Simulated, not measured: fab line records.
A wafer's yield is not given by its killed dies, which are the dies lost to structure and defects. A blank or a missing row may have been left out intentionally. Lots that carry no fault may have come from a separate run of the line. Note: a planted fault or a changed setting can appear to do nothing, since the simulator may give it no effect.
A lot that was struck, set against a sound lot | flow ritCmos | 44 steps out of a route of 202
Sound: these wafers, L966.1, L966.3, L966.5. Struck: wafers L985.1, L985.5, L985.6. At the end, the cause is stated.
Each step with rows lists, per side, the tool, then ch with its chambers, then its first start. Under that, the readings that differ: sound wafers | struck wafers | difference of the means | sigmas: that difference in standard deviations of wafers without a fault.
alike: readings with means less than 2 such deviations apart, plus words and numbers identical on both sides. not compared: withheld readings, readings lacking a value on some wafer, bounds such as >300 that could conceal the same value, and numbers that have no deviation in the record and whose values overlap.
A row with sigmas, a row that says differs or no value, or rows on one side alone: a step with any of these is where the two part. When numbers do not overlap yet have no deviation, they are printed without sigmas and do not part them. Lack of a reading on every wafer of one side parts them only where that side has two or more wafers.

first, 2 steps without rows for these wafers: RIT_NLDD_HARDBAKE_07 (time 60 s); RIT_NLDD_IMPLANT_08.
RIT_NLDD_STRIP_09: strips in O2, time 180 s.
  sound on plasmaAsher-02 ch 0, day 3 00:19; struck on plasmaAsher-01 ch 0,1, day 7 19:49
reading                  | sound       | struck      | difference | sigmas
drypumpMotorCurrentA (A) | 6.4 6.4 6.4 | 5.7 5.3 5.7 | -0.8       | -2
  not compared: rfHoursCounterH
RIT_NLDD_TW_MEAS_10:
  sound: filmMetro-04 at day 3 00:29; struck: filmMetro-04 at day 7 19:59
  alike: NLDD_TW
then, 6 steps without rows for these wafers: RIT_PLDD_HMDS_00 (prime time 60 s); RIT_PLDD_COAT_01 (resist thk 1000 nm); RIT_PLDD_SOFTBAKE_02 (time 60 s); RIT_PLDD_EXPOSE_03 (exposes mask M8, target cd 40900 nm); RIT_PLDD_PEB_04; RIT_PLDD_DEVELOP_05 (develop time 50 s).
RIT_PLDD_OVL_MEAS_06:
  sound: overlay-02 at day 3 01:23; struck: overlay-01 at day 7 21:01
  alike: PLDD_OVL
then, 1 step without rows for these wafers: RIT_PLDD_HARDBAKE_07 (time 60 s).
RIT_PLDD_IMPLANT_08:
  sound on implanter-01 ch 0, day 3 01:35; struck on implanter-01 ch 0, day 7 21:13
RIT_PLDD_STRIP_09: strips in O2, time 180 s.
  sound on plasmaAsher-04 ch 0,1, day 3 01:44; struck on plasmaAsher-03 ch 0,1, day 7 21:22
reading                  | sound       | struck      | difference | sigmas
drypumpMotorCurrentA (A) | 5.2 5.4 5.2 | 6.3 6.1 6.2 | +0.9       | +2
  not compared: rfHoursCounterH
RIT_PLDD_TW_MEAS_10:
  sound: filmMetro-01 at day 3 01:54; struck: filmMetro-02 at day 7 21:32
  alike: PLDD_TW
then, 4 steps without rows for these wafers: RIT_SPACER_CLEAN_00 (cleans in SC1, time 600 s); RIT_SPACER_CLEAN_01 (cleans in dHF, time 30 s); RIT_SPACER_CLEAN_02 (cleans in SC2, time 600 s); RIT_SPACER_CVD_03 (deposits Si3N4 from SiH2Cl2/NH3, target thk 250 nm, time 3300 s).
RIT_SPACER_THK_MEAS_04:
  sound: filmMetro-02 at day 3 04:15; struck: filmMetro-03 at day 7 23:53
reading                 | sound             | struck            | difference | sigmas
SPACER_NITRIDE_THK (nm) | 246.2 246.5 245.5 | 250.7 250.6 251.5 | +4.9       | +2
RIT_SPACER_ETCHBACK_05: etches Si3N4 in SF6/CHF3, stops on SiO2, target depth 250 nm, time 240 s.
  sound on rieDiel-04 ch 1,2, day 3 04:19; struck on rieDiel-03 ch 0,1,3, day 7 23:56
  alike: CHF3_flow_sccm, drypumpMotorCurrentA, oesProductAu, rfFwdPowerW, throttleValvePct
  not compared: rfHoursCounterH
then, 6 steps without rows for these wafers: RIT_NSD_HMDS_00 (prime time 60 s); RIT_NSD_COAT_01 (resist thk 1000 nm); RIT_NSD_SOFTBAKE_02 (time 60 s); RIT_NSD_EXPOSE_03 (exposes mask M9, target cd 40700 nm); RIT_NSD_PEB_04; RIT_NSD_DEVELOP_05 (develop time 50 s).
RIT_NSD_OVL_MEAS_06:
  sound: overlay-02 at day 3 05:25; struck: overlay-01 at day 8 00:56
reading      | sound       | struck        | difference | sigmas
NSD_OVL (nm) | 2.1 1.3 1.3 | -1.3 -2.6 0.6 | -2.7       | -2
then, 2 steps without rows for these wafers: RIT_NSD_HARDBAKE_07 (time 60 s); RIT_NSD_IMPLANT_08.
RIT_NSD_STRIP_09: strips in O2, time 180 s.
  sound on plasmaAsher-01 ch 0,1, day 3 05:45; struck on plasmaAsher-01 ch 0,1, day 8 01:16
  alike: drypumpMotorCurrentA
  not compared: rfHoursCounterH
RIT_NSD_TW_MEAS_10:
  sound: filmMetro-01 at day 3 05:56; struck: filmMetro-02 at day 8 01:27
  alike: NSD_TW
then, 6 steps without rows for these wafers: RIT_PSD_HMDS_00 (prime time 60 s); RIT_PSD_COAT_01 (resist thk 1000 nm); RIT_PSD_SOFTBAKE_02 (time 60 s); RIT_PSD_EXPOSE_03 (exposes mask M10, target cd 40900 nm); RIT_PSD_PEB_04; RIT_PSD_DEVELOP_05 (develop time 48.93 s).
RIT_PSD_OVL_MEAS_06:
  sound: overlay-01 at day 3 06:59; struck: overlay-02 at day 8 02:22
  alike: PSD_OVL
then, 2 steps without rows for these wafers: RIT_PSD_HARDBAKE_07 (time 60 s); RIT_PSD_IMPLANT_08.
RIT_PSD_STRIP_09: strips in O2, time 180 s.
  sound on plasmaAsher-01 ch 0,1, day 3 07:20; struck on plasmaAsher-04 ch 0,1, day 8 02:43
  alike: drypumpMotorCurrentA
  not compared: rfHoursCounterH
RIT_SDANNEAL_RS_MEAS_06: the measuring method here is four-point-probe.
  sound: filmMetro-04 at day 3 08:35; struck: filmMetro-01 at day 8 03:37
reading          | sound             | struck            | difference | sigmas
PLDD_RS (ohm/sq) | 179.8 179.3 179.3 | 180.6 183.3 181.5 | +2.3       | +6
RIT_M1_PROBE_99:
  sound: prober-01 at day 3 15:38; struck: prober-02 at day 8 10:37
reading                                 | sound                | struck               | difference | sigmas
model.etest.pmosTurned.rOnOhmUm         | 3476 3384 3480       | 2728 2543 2662       | -802       | 
model.etest.pmos_0p3.rOnOhmUm           | 6358 6300 6393       | 5934 6025 5991       | -367       | 
model.etest.pmos_0p15.rOnOhmUm          | 2837 2805 2851       | 2474 2461 2464       | -365       | 
model.etest.pmosTurned.driveUaUm        | 191.4 195.3 188.8    | 262.7 280.3 268.2    | +78.6      | 
model.etest.pmos_0p15.driveUaUm         | 248.2 250.2 247.7    | 291.1 291.9 288.7    | +41.9      | 
model.etest.pmos_0p15.offLog10AUm       | -10.51 -10.45 -10.67 | -9.419 -9.259 -9.452 | +1.167     | 
model.etest.retroEdgePmos.offLog10AUm   | -10.4 -10.26 -10.51  | -9.232 -9.171 -9.261 | +1.169     | 
model.etest.ring.quietLog10A (angstrom) | -8.032 -7.993 -8.178 | -7.071 -6.927 -7.094 | +1.037     | 
  alike: killed_at_M0_to_M3, killedAtContacts, killedAtFrontEnd, killedDies, killedOpen, killedShort

## WHERE THEY PART
Earliest at RIT_NLDD_STRIP_09; latest, in this record, at RIT_SDANNEAL_RS_MEAS_06. Later steps at which nothing parts them and some readings are alike: RIT_M1_PROBE_99.

WHY: what had been put in by the simulator
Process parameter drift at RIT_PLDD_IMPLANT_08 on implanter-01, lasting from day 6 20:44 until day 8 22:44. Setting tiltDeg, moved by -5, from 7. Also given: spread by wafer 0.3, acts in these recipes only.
